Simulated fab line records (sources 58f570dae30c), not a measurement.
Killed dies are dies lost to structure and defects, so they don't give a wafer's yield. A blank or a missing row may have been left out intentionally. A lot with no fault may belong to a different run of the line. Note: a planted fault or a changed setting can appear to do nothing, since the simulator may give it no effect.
Which tool is to blame? ; flow berkeley cmos170 ; 14 lots with 42 wafers sampled at 5 steps, on a route of 331 steps

WHAT THE GAUGES SHOWED, per wafer
UCB170_GATE_THK_MEAS_02. Usual: GATE_OXIDE_THK gives 6.50 nm (standard deviation 0.12).
lot;measured;on;GATE_OXIDE_THK (nm);flag
L617;day 6 01:35;film metro-03;6.43 6.43 6.45;
L616;day 6 01:38;film metro-01;6.59 6.56 6.58;
L618;day 6 11:01;film metro-01;6.61 6.64 6.57;
L619;day 6 11:03;film metro-03;6.56 6.55 6.54;
L620;day 6 22:20;film metro-03;6.53 6.56 6.56;
L622;day 7 08:20;film metro-03;6.31 6.30 6.38;
L623;day 7 17:56;film metro-02;6.59 6.43 6.31;
L625;day 8 08:58;film metro-01;6.60 6.49 6.49;
L627;day 8 15:32;film metro-02;6.30 6.38 6.29;
L628;day 8 15:32;film metro-01;6.47 6.51 6.49;
L630;day 9 06:04;film metro-03;6.58 6.57 6.53;
L634;day 9 22:07;film metro-03;6.66 6.63 6.65;
L636;day 9 22:11;film metro-01;6.63 6.55 6.56;
L638;day 10 06:13;film metro-01;6.50 6.54 6.53;

UCB170_GATE_CD_MEAS_12: the cd target is 350 nm. Usual: cd nm at 350.1 nm, with a standard deviation of 1.3.
lot;measured;on;cd nm (nm);flag
L617;day 6 11:03;cd sem-02;351.5 351.0 351.7;
L616;day 6 11:17;cd sem-02;348.8 348.8 348.7;
L618;day 6 17:23;cd sem-02;348.4 348.4 348.4;
L619;day 6 17:43;cd sem-01;350.4 350.2 351.2;
L620;day 7 06:36;cd sem-01;349.9 350.2 351.1;
L622;day 7 13:49;cd sem-01;350.5 349.8 350.6;
L623;day 8 03:01;cd sem-01;347.7 349.3 348.8;
L625;day 8 16:35;cd sem-01;349.2 349.8 349.5;
L627;day 8 21:29;cd sem-01;350.7 349.2 350.3;
L628;day 8 20:55;cd sem-02;350.5 350.8 349.9;
L630;day 9 12:22;cd sem-02;352.7 351.1 351.0;
L634;day 10 05:32;cd sem-02;352.0 350.3 350.3;
L636;day 10 05:40;cd sem-02;350.4 349.3 351.2;
L638;day 10 12:08;cd sem-01;351.8 351.7 351.0;

UCB170_M3_CD_MEAS_90: the cd target is 700 nm. Usual: cd nm at 701 nm, with a standard deviation of 3.6.
lot;measured;on;cd nm (nm);flag
L617;day 8 07:29;cd sem-02;695 695 695;
L616;day 8 07:09;cd sem-01;707 704 704;
L618;day 8 11:34;cd sem-02;700 698 696;
L619;day 8 11:16;cd sem-02;702 702 705;
L620;day 8 21:38;cd sem-02;695 701 695;
L622;day 9 03:11;cd sem-02;697 699 697;
L623;day 9 20:10;cd sem-02;706 706 708;
L625;day 10 06:02;cd sem-01;705 704 703;
L627;day 10 13:50;cd sem-01;706 700 699;
L628;day 10 14:07;cd sem-01;706 701 701;
L630;day 11 03:34;cd sem-01;702 702 702;
L634;day 12 02:37;cd sem-01;704 705 706;
L636;day 12 02:17;cd sem-01;698 700 701;
L638;day 12 03:23;cd sem-01;700 698 699;

WHAT TOOL EACH LOT RAN ON (gives the tool, then ch and the chambers of the sampled wafers, and finally the start)
lot;UCB170_V1_ETCH_14;UCB170_V1_STRIP_15
L617;rie diel-03 ch 0,1,2, day 7 23:12;plasma asher-04 ch 1, day 7 23:23
L616;rie diel-01 ch 0,2,3, day 7 22:58;plasma asher-02 ch 0,1, day 7 23:08
L618;rie diel-03 ch 0,1,3, day 8 03:10;plasma asher-04 ch 0,1, day 8 03:21
L619;rie diel-01 ch 0,1, day 8 02:55;plasma asher-02 ch 0,1, day 8 03:08
L620;rie diel-03 ch 0,1,2, day 8 12:24;plasma asher-02 ch 0,1, day 8 12:35
L622;rie diel-03 ch 0,1,2, day 8 17:22;plasma asher-04 ch 0,1, day 8 17:32
L623;rie diel-03 ch 1,2, day 9 08:43;plasma asher-04 ch 0,1, day 9 08:54
L625;rie diel-03 ch 1,2,3, day 9 20:19;plasma asher-04 ch 0,1, day 9 20:29
L627;rie diel-03 ch 2,3, day 10 03:15;plasma asher-01 ch 0,1, day 10 03:26
L628;rie diel-01 ch 0,1,2, day 10 03:32;plasma asher-02 ch 0,1, day 10 03:43
L630;rie diel-03 ch 1,3, day 10 17:31;plasma asher-04 ch 0,1, day 10 17:42
L634;rie diel-01 ch 1,2, day 11 16:04;plasma asher-02 ch 1, day 11 16:15
L636;rie diel-04 ch 0,1, day 11 15:53;plasma asher-01 ch 0,1, day 11 16:03
L638;rie diel-01 ch 1,2,3, day 11 16:26;plasma asher-02 ch 0,1, day 11 16:37
- UCB170_V1_ETCH_14: etches SiO2 in CHF3/CF4/Ar, stops on Al, target depth 1250 nm, time 291 s.
- UCB170_V1_STRIP_15: strips in O2.

WHAT THE TOOLS THEMSELVES READ (means of the sampled wafers that have a number; where no wafer has one, the mark that the record gives instead)
UCB170_V1_ETCH_14. Usual: cf4 flow sccm 15.00 sccm, standard deviation 0.042; drypump motor current A 5.8 A, standard deviation 0.53; oes product au 0.875 a.u., standard deviation 0.009; run length s 319.2 s, standard deviation 0.46; throttle valve pct 6.98 %, standard deviation 0.13.
lot;tool;cf4 flow sccm (sccm);drypump motor current A (A);oes product au (a.u.);run length s (s);throttle valve pct (%);flag
L617;rie diel-03;15.02;6.1;0.874;319.3;7.08;
L616;rie diel-01;15.00;5.5;0.875;319.2;6.90;
L618;rie diel-03;14.96;6.2;0.868;319.4;7.00;
L619;rie diel-01;15.01;5.6;0.869;319.6;6.90;
L620;rie diel-03;14.97;6.1;0.876;319.4;7.09;
L622;rie diel-03;15.02;6.2;0.881;319.2;7.08;
L623;rie diel-03;15.01;6.1;0.873;319.4;7.08;
L625;rie diel-03;15.01;6.4;0.878;319.3;7.02;
L627;rie diel-03;15.00;6.6;0.995;287.1;6.97;OFF
L628;rie diel-01;15.01;5.3;0.872;319.3;6.97;
L630;rie diel-03;14.95;6.2;0.981;287.7;7.01;OFF
L634;rie diel-01;15.01;5.0;0.879;319.2;7.05;
L636;rie diel-04;14.97;5.7;0.871;318.8;7.10;
L638;rie diel-01;15.03;5.2;0.879;319.4;6.99;

UCB170_V1_STRIP_15. Usual: drypump motor current A 5.6 A, standard deviation 0.41; oes product au 0.722 a.u., standard deviation 0.0046; strip time to endpoint s 15.40 s, standard deviation 0.12.
lot;tool;drypump motor current A (A);oes product au (a.u.);strip time to endpoint s (s);flag
L617;plasma asher-04;5.4;0.718;15.49;
L616;plasma asher-02;5.4;0.721;15.30;
L618;plasma asher-04;5.6;0.723;15.33;
L619;plasma asher-02;5.6;0.723;15.58;
L620;plasma asher-02;5.4;0.722;15.28;
L622;plasma asher-04;5.5;0.723;15.31;
L623;plasma asher-04;5.5;0.725;15.53;
L625;plasma asher-04;5.6;0.724;15.46;
L627;plasma asher-01;5.4;0.724;15.99;OFF
L628;plasma asher-02;5.4;0.721;15.57;
L630;plasma asher-04;5.6;0.718;16.04;OFF
L634;plasma asher-02;5.8;0.721;15.44;
L636;plasma asher-01;5.9;0.718;15.34;
L638;plasma asher-02;5.4;0.717;15.55;

THE ANSWER, worked out from the rows above alone
Rule: a lot is off if the mean of its wafers that have a number lies more than 3 standard deviations from the usual mean. Also off: a lot with no number at a reading for which 4 or more lots have one. The other lots that the step has rows for count as sound. The gauges are gone through in route order, then the tools' own readings, and for those a lot's mean is taken as printed above. The first step at which some lot is off is used, and at that step the reading that is off furthest; a lot without a number counts as furthest.
Off, at UCB170_V1_ETCH_14 on run length s: L627, L630.
A tool fits if, at that step or a process step before it, it ran every lot that is off, and no sound lot after the first of them. One candidate fits, namely rie diel-03 at UCB170_V1_ETCH_14. A fault onset in the window from L625 (day 9 20:19, its last sound lot) to L627 (day 10 03:15, its first lot off) fits.
The tool's own readings at UCB170_V1_ETCH_14 bear it out: on the lots that are off they differ by more than 5 times the standard deviation of the sound lots' means. oes product au reads 0.988 a.u. there against 0.875 a.u. on the sound lots; run length s reads 287.4 s there against 319.3 s on the sound lots.

WHAT WAS PUT IN BY THE SIMULATOR
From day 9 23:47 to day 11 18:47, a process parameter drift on rie diel-03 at UCB170_V1_ETCH_14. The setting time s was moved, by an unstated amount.
Lots struck among those shown: L627, L630. The same result came from the rule above.
